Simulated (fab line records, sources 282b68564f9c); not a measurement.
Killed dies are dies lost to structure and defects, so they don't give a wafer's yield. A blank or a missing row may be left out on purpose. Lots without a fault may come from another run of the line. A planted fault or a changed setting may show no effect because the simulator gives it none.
Split-lot experiment | flow rit_cmos | 5 lots, 23 wafers read, on a route of 202 steps

THE SPLIT
At RIT_PWELL_COAT_01 (resist thk 1300 nm), the setting spin_rpm was moved away from the recipe's 2000 rpm on 7 of the 23 wafers read, by -5.8% to +6.4%. The other wafers ran this setting at the recipe's value.

FROM THE SPLIT TO THE READING: what the file shows between them, 3 steps
- RIT_PWELL_SOFTBAKE_02: time 60 s
- RIT_PWELL_EXPOSE_03: exposes mask M3, target cd 43700 nm
- RIT_PWELL_DEVELOP_05: develop time 68 s

THE READING
NOVOLAK_of_PWELL_COAT_01.thk_nm (the simulator's own value, which no gauge read), in nm, at RIT_PWELL_HARDBAKE_07 (time 120 s). The file gives no usual value for it. The 16 wafers here that ran the recipe average 1136 nm, standard deviation 4.1 nm.

wafer  | tool, chamber at the split | spin_rpm as run, rpm | against the recipe | NOVOLAK_of_PWELL_COAT_01.thk_nm, nm | against lot-mates on the recipe
L075.1 | litho_track-03, 0          | 2000                 | recipe             | 1138                                | -
L075.3 | litho_track-03, 0          | 2000                 | recipe             | 1138                                | -
L075.2 | litho_track-03, 0          | 1884                 | -5.8%              | 1174                                | +34
L075.4 | litho_track-03, 0          | 2000                 | recipe             | 1144                                | -
L075.5 | litho_track-03, 0          | 1884                 | -5.8%              | 1175                                | +35
L077.2 | litho_track-04, 0          | 2000                 | recipe             | 1134                                | -
L077.5 | litho_track-04, 0          | 2000                 | recipe             | 1132                                | -
L077.6 | litho_track-04, 0          | 2000                 | recipe             | 1133                                | -
L078.1 | litho_track-02, 0          | 2000                 | recipe             | 1138                                | -
L078.2 | litho_track-02, 0          | 2000                 | recipe             | 1138                                | -
L078.5 | litho_track-02, 0          | 2000                 | recipe             | 1138                                | -
L078.3 | litho_track-02, 0          | 2000                 | recipe             | 1141                                | -
L078.6 | litho_track-02, 0          | 2000                 | recipe             | 1139                                | -
L079.2 | litho_track-03, 0          | 2128                 | +6.4%              | 1107                                | -30
L079.3 | litho_track-03, 0          | 2000                 | recipe             | 1136                                | -
L079.4 | litho_track-03, 0          | 2000                 | recipe             | 1139                                | -
L079.5 | litho_track-03, 0          | 2128                 | +6.4%              | 1104                                | -34
L079.6 | litho_track-03, 0          | 2128                 | +6.4%              | 1102                                | -36
L085.1 | litho_track-03, 0          | 2126                 | +6.3%              | 1097                                | -33
L085.5 | litho_track-03, 0          | 2126                 | +6.3%              | 1097                                | -33
L085.2 | litho_track-03, 0          | 2000                 | recipe             | 1129                                | -
L085.3 | litho_track-03, 0          | 2000                 | recipe             | 1131                                | -
L085.6 | litho_track-03, 0          | 2000                 | recipe             | 1130                                | -

THE FIT
A straight line over all 23 wafers: NOVOLAK_of_PWELL_COAT_01.thk_nm changes by -5.81 nm for each +1% of spin_rpm; r = -0.98; the points scatter about the line by 4.4 nm.
The same after taking each lot's own level away (the mean of its wafers on the recipe; 23 wafers): -5.43 nm for each +1%; r = -1.00; scatter 1.9 nm.
On that fit, the largest move of spin_rpm shifts the reading by 35 nm.
The lots' own levels span 1130.0 to 1140.0 nm, that is 2.5 times the standard deviation above.
So the lot-to-lot level changes the slope little: the two slopes agree.
Check: with one of the wafers moved furthest among these (+6.4%) left out of the fit, the line predicts -34.9 nm for it against its lot-mates. It came out at -30.5 nm against them.

OTHER SPLITS ON THESE WAFERS
These wafers also went through other splits before the reading. Each is held against what the fit with the lots' levels taken away leaves over:
other split on the same wafers      | wafers away from the commonest value | r with NOVOLAK_of_PWELL_COAT_01.thk_nm (lot level and that fit taken away)
RIT_ACTIVE_CVD_03 sih2cl2_flow_sccm | 15                                   | +0.04
RIT_FOX2_OXIDATION_00 ox_time_s     | 18                                   | -0.07

THE WHOLE CHAIN: every reading that the file lists as answering this split, in the file's order
step                  | what it does       | reading                                                                          | change (the file's fit)              | r (the file's)
RIT_PWELL_COAT_01     | resist thk 1300 nm | NOVOLAK_of_PWELL_COAT_01.thk_nm (the simulator's own value, which no gauge read) | -6.35 nm for each +1% of the setting | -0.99
RIT_PWELL_HARDBAKE_07 | time 120 s         | NOVOLAK_of_PWELL_COAT_01.thk_nm (the simulator's own value, which no gauge read) | -5.47 nm for each +1% of the setting | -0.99

THE FILE'S OWN FIT
NOVOLAK_of_PWELL_COAT_01.thk_nm changes by -5.47 nm for each +1% of spin_rpm, r = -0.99.
